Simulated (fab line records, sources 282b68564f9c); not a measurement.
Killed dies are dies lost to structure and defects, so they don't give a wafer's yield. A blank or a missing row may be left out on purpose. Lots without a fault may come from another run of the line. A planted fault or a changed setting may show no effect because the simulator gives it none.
Which tool did it? | flow rit_cmos | 14 lots, 42 wafers sampled, at 2 steps of a route of 202

WHAT THE GAUGES READ, wafer by wafer
The record holds no reading of a measuring or inspecting step that can be judged against a usual standard deviation.

WHICH TOOL RAN EACH LOT (tool, then ch and the chambers of the sampled wafers, then the start)
lot  | RIT_PWELL_STRIP_09                  | RIT_M1_PROBE_99
L760 | plasma_asher-03 ch 0,1, day 2 05:26 | -
L761 | plasma_asher-03 ch 0,1, day 2 09:35 | prober-02, day 4 04:01
L762 | plasma_asher-01 ch 0,1, day 2 15:19 | prober-01, day 4 09:39
L763 | plasma_asher-01 ch 0,1, day 2 19:37 | -
L764 | plasma_asher-03 ch 0,1, day 2 23:15 | prober-02, day 4 14:13
L765 | plasma_asher-03 ch 0, day 3 03:17   | -
L767 | plasma_asher-03 ch 1, day 3 14:39   | -
L768 | plasma_asher-03 ch 0,1, day 3 18:10 | -
L769 | plasma_asher-03 ch 0,1, day 4 04:14 | -
L770 | plasma_asher-01 ch 0,1, day 4 04:21 | -
L773 | plasma_asher-01 ch 0,1, day 4 18:09 | prober-01, day 6 08:26
L777 | plasma_asher-03 ch 0,1, day 5 14:14 | -
L779 | plasma_asher-01 ch 0,1, day 6 04:36 | -
L781 | plasma_asher-02 ch 0,1, day 6 11:18 | prober-02, day 8 01:59
- RIT_PWELL_STRIP_09: strips in O2, time 180 s.
- RIT_M1_PROBE_99

WHAT THE TOOLS THEMSELVES READ (means of the sampled wafers that have a number; where no wafer has one, the mark that the record gives instead)
RIT_PWELL_STRIP_09. Usual: drypump_motor_current_A 6.0 A, standard deviation 0.46; o2_flow_sccm 4000 sccm, standard deviation 11.
lot  | tool            | drypump_motor_current_A (A) | o2_flow_sccm (sccm) | flag
L760 | plasma_asher-03 | 6.4                         | 4005                |
L761 | plasma_asher-03 | 6.4                         | 3998                |
L762 | plasma_asher-01 | 5.5                         | 3988                |
L763 | plasma_asher-01 | 5.5                         | 4012                |
L764 | plasma_asher-03 | 6.4                         | 4012                |
L765 | plasma_asher-03 | 6.4                         | 4006                |
L767 | plasma_asher-03 | 6.4                         | 4007                |
L768 | plasma_asher-03 | 6.4                         | 3986                |
L769 | plasma_asher-03 | 6.4                         | 3999                |
L770 | plasma_asher-01 | 5.5                         | 3998                |
L773 | plasma_asher-01 | 5.5                         | 4666                | OFF
L777 | plasma_asher-03 | 6.4                         | 3999                |
L779 | plasma_asher-01 | 5.5                         | 4661                | OFF
L781 | plasma_asher-02 | 5.5                         | 4004                |

RIT_M1_PROBE_99. Usual: killed_at_M0_to_M3 0.0, standard deviation 0.14; killed_at_contacts 0.1, standard deviation 0.27; killed_at_front_end 6.5, standard deviation 2.8; killed_dies 6.6, standard deviation 2.8; killed_open 3.5, standard deviation 2; killed_short 3.2, standard deviation 1.8.
lot  | tool      | killed_at_M0_to_M3 | killed_at_contacts | killed_at_front_end | killed_dies | killed_open | killed_short | flag
L761 | prober-02 | 0.0                | 0.0                | 11.7                | 11.7        | 6.7         | 5.0          |
L762 | prober-01 | 0.0                | 0.0                | 8.0                 | 8.0         | 5.0         | 3.0          |
L764 | prober-02 | 0.0                | 0.3                | 4.7                 | 5.0         | 2.3         | 2.7          |
L773 | prober-01 | 0.0                | 0.3                | 5.3                 | 5.7         | 2.7         | 3.0          |
L781 | prober-02 | 0.0                | 0.3                | 4.3                 | 4.7         | 2.0         | 2.7          |

THE ANSWER, worked out from the rows above alone
Rule: a lot is off if the mean of its wafers that have a number lies more than 3 standard deviations from the usual mean. A lot without any number at a reading at which 4 lots or more have one is off too. The other lots that the step has rows for count as sound. The gauges are gone through in route order, then the tools' own readings, and for those a lot's mean is taken as printed above. The first step at which some lot is off is used, and at that step the reading that is off furthest; a lot without a number counts as furthest.
Off: L773, L779, at RIT_PWELL_STRIP_09 (o2_flow_sccm).
A tool fits if, at that step or a process step before it, it ran every lot that is off, and no sound lot after the first of them. One fits: plasma_asher-01 at RIT_PWELL_STRIP_09. Its last sound lot is L770 (day 4 04:21), its first lot that is off L773 (day 4 18:09): a fault that began between those two fits.
The tool's own readings at RIT_PWELL_STRIP_09 bear it out: on the lots that are off they differ by more than 5 times the standard deviation of the sound lots' means. o2_flow_sccm reads 4664 sccm there against 4001 sccm on the sound lots.

WHAT THE SIMULATOR HAD PUT IN
Process parameter drift: plasma_asher-01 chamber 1, from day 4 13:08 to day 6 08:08, at RIT_PWELL_STRIP_09. Setting o2_flow_sccm, moved by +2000, from 4000. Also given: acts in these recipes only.
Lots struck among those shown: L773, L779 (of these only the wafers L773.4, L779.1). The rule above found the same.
